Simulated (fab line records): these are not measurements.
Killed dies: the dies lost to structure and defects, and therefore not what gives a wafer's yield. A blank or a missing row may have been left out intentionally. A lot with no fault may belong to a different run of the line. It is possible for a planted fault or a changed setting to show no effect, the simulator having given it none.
Matching of chambers / flow berkeleyCmos170 / 4 sister chambers for UCB170_CONTACT_CLEAN_00 on wetBench-02
The step cleans in SPM, time 600 s. 4 wafers are shown with their chamber, then 7 later ones without.

== WAFERS PAIRED WITH THEIR CHAMBERS ==
wafer=L599.5; chamber=3; bathGuardTempC (C)=119.0
wafer=L607.6; chamber=0; bathGuardTempC (C)=120.2
wafer=L604.6; chamber=1; bathGuardTempC (C)=119.5
wafer=L605.3; chamber=2; bathGuardTempC (C)=119.9

== WAFERS WHOSE CHAMBER IS MISSING ==
wafer=L605.4; bathGuardTempC (C)=120.1
wafer=L611.2; bathGuardTempC (C)=120.2
wafer=L611.4; bathGuardTempC (C)=120.3
wafer=L611.5; bathGuardTempC (C)=120.1
wafer=L620.2; bathGuardTempC (C)=119.9
wafer=L620.4; bathGuardTempC (C)=120.1
wafer=L620.5; bathGuardTempC (C)=119.6

== THE CHAMBER EACH PASSED THROUGH ==
wafer=L605.4; from the rows above=can't be placed: 0 or 2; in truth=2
wafer=L611.2; from the rows above=0; in truth=0
wafer=L611.4; from the rows above=0; in truth=0
wafer=L611.5; from the rows above=can't be placed: 0 or 2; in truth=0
wafer=L620.2; from the rows above=2; in truth=2
wafer=L620.4; from the rows above=can't be placed: 0 or 2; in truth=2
wafer=L620.5; from the rows above=1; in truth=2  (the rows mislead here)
3 of 7 placed correctly. Unplaceable from these rows: 3, with the true chamber sitting among the candidates in 3. Placed wrongly: 1.
How it was worked out, from the rows above alone: a wafer's distance from a chamber is the root of the sum, over the readings, of the square of ((its reading less the chamber's mean) divided by the reading's scatter). If the next closest chamber is less than 2 further off than the closest, the wafer can't be placed; otherwise it belongs to the closest. A chamber's mean is the mean of its shown wafers. The scatter (one wafer shown for each chamber): square how far every hidden wafer sits from the nearest shown wafer, average those squares and take the square root.
